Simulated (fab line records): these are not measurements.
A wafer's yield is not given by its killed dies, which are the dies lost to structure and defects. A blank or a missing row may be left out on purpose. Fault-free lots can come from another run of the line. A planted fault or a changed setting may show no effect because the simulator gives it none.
Which of the tools did it? + flow rit-cmos + 13 lots, 39 wafers sampled, at 3 steps of a route of 202

== WHAT EACH GAUGE READ, for each wafer ==
RIT_SILICIDE_RS_MEAS_02: the measuring method here is four-point-probe. Usual: for SILICIDE_TI_RS the level is 46.0 ohm/sq and the standard deviation is 0.65.
| lot  | measured    | on            | SILICIDE_TI_RS (ohm/sq) | flag |
|------|-------------|---------------|-------------------------|------|
| L695 | day 3 10:23 | film-metro-02 | 46.0 44.7 46.1          |      |
| L696 | day 3 13:53 | film-metro-04 | 47.0 45.9 46.3          |      |
| L697 | day 3 17:40 | film-metro-01 | 46.0 46.3 46.2          |      |
| L700 | day 4 15:46 | film-metro-02 | 46.1 41.6 46.0          |      |
| L701 | day 4 19:34 | film-metro-01 | 46.7 46.7 46.8          |      |
| L708 | day 6 07:12 | film-metro-01 | 46.1 46.4 45.3          |      |
| L709 | day 6 07:43 | film-metro-02 | 46.9 46.8 46.9          |      |
| L713 | day 7 03:41 | film-metro-02 | 46.7 46.9 47.4          |      |
| L712 | day 7 04:25 | film-metro-02 | 44.9 46.5 45.2          |      |
| L714 | day 7 11:34 | film-metro-02 | 46.5 46.3 46.4          |      |
| L715 | day 7 23:07 | film-metro-01 | 45.8 46.9 46.8          |      |
| L717 | day 8 01:49 | film-metro-02 | 45.7 45.7 44.9          |      |
| L716 | day 8 02:03 | film-metro-01 | 44.8 45.4 45.5          |      |

RIT_SILICIDE_THK_MEAS_03: measures by xrf. Usual: for SILICIDE_TI_THK the level is 30.7 nm and the standard deviation is 0.36.
| lot  | measured    | on            | SILICIDE_TI_THK (nm) | flag |
|------|-------------|---------------|----------------------|------|
| L695 | day 3 10:29 | film-metro-02 | 30.9 31.6 30.8       |      |
| L696 | day 3 14:00 | film-metro-04 | 30.1 30.7 30.4       |      |
| L697 | day 3 17:46 | film-metro-01 | 30.6 30.4 30.4       |      |
| L700 | day 4 15:52 | film-metro-02 | 31.0 33.6 31.0       | OFF  |
| L701 | day 4 19:41 | film-metro-01 | 30.2 30.2 30.0       |      |
| L708 | day 6 07:17 | film-metro-01 | 30.4 30.4 30.9       |      |
| L709 | day 6 07:50 | film-metro-02 | 30.3 30.4 30.5       |      |
| L713 | day 7 03:47 | film-metro-02 | 30.7 30.6 30.2       |      |
| L712 | day 7 04:31 | film-metro-02 | 31.4 30.7 31.4       |      |
| L714 | day 7 11:40 | film-metro-02 | 30.6 30.7 30.8       |      |
| L715 | day 7 23:14 | film-metro-01 | 30.7 30.2 30.3       |      |
| L717 | day 8 01:56 | film-metro-02 | 31.0 31.3 31.6       |      |
| L716 | day 8 02:10 | film-metro-01 | 31.2 30.8 30.8       |      |

== EACH LOT AND THE TOOL THAT RAN IT (in order: tool; ch and the chambers of the sampled wafers; start) ==
| lot  | RIT_SILICIDE_SPUTTER_01     |
|------|-----------------------------|
| L695 | pvd-sputter-04, day 3 10:12 |
| L696 | pvd-sputter-04, day 3 13:44 |
| L697 | pvd-sputter-02, day 3 17:29 |
| L700 | pvd-sputter-04, day 4 15:35 |
| L701 | pvd-sputter-02, day 4 19:25 |
| L708 | pvd-sputter-01, day 6 06:59 |
| L709 | pvd-sputter-02, day 6 07:34 |
| L713 | pvd-sputter-02, day 7 03:31 |
| L712 | pvd-sputter-04, day 7 04:13 |
| L714 | pvd-sputter-02, day 7 11:23 |
| L715 | pvd-sputter-01, day 7 22:58 |
| L717 | pvd-sputter-04, day 8 01:40 |
| L716 | pvd-sputter-01, day 8 01:53 |
- RIT_SILICIDE_SPUTTER_01: material Ti, target thk 30 nm, time 240 s.

== WHAT THE TOOLS THEMSELVES READ (means of the sampled wafers that have a number; where no wafer has one, the mark that the record gives instead) ==
RIT_SILICIDE_SPUTTER_01. Usual: cathode-dc-power-W 361.50 W, standard deviation 0.071; throttle-valve-pct 29.6 %, standard deviation 1.4.
| lot  | tool           | cathode-dc-power-W (W) | throttle-valve-pct (%) | flag |
|------|----------------|------------------------|------------------------|------|
| L695 | pvd-sputter-04 | 361.51                 | 29.3                   |      |
| L696 | pvd-sputter-04 | 361.45                 | 27.9                   |      |
| L697 | pvd-sputter-02 | 361.45                 | 30.0                   |      |
| L700 | pvd-sputter-04 | 361.49                 | 28.5                   |      |
| L701 | pvd-sputter-02 | 361.52                 | 29.5                   |      |
| L708 | pvd-sputter-01 | 361.52                 | 29.9                   |      |
| L709 | pvd-sputter-02 | 361.42                 | 29.5                   |      |
| L713 | pvd-sputter-02 | 361.51                 | 30.1                   |      |
| L712 | pvd-sputter-04 | 361.46                 | 30.7                   |      |
| L714 | pvd-sputter-02 | 361.41                 | 29.6                   |      |
| L715 | pvd-sputter-01 | 361.49                 | 29.0                   |      |
| L717 | pvd-sputter-04 | 361.51                 | 29.1                   |      |
| L716 | pvd-sputter-01 | 361.54                 | 30.5                   |      |

== THE ANSWER, worked out from the rows above alone ==
Rule: take the mean of a lot's wafers that have a number; if it is more than 3 standard deviations from the usual mean, the lot is off. Also off: a lot with no number at a reading for which 4 or more lots have one. The other lots that the step has rows for count as sound. After the gauges, taken in route order, come the tools' own readings; for these a lot's mean is taken, as printed above. The first step at which some lot is off is used, and at that step the reading that is off furthest; a lot without a number counts as furthest.
Off: at RIT_SILICIDE_THK_MEAS_03 (SILICIDE_TI_THK), L700.
If a tool, at a process step before that reading, ran all the lots that are off and no sound lot after the first of them, it fits. Gauges at RIT_SILICIDE_THK_MEAS_03: tried the same way as those tools. Of those tried, none fits.

== WHAT HAD BEEN PUT IN BY THE SIMULATOR ==
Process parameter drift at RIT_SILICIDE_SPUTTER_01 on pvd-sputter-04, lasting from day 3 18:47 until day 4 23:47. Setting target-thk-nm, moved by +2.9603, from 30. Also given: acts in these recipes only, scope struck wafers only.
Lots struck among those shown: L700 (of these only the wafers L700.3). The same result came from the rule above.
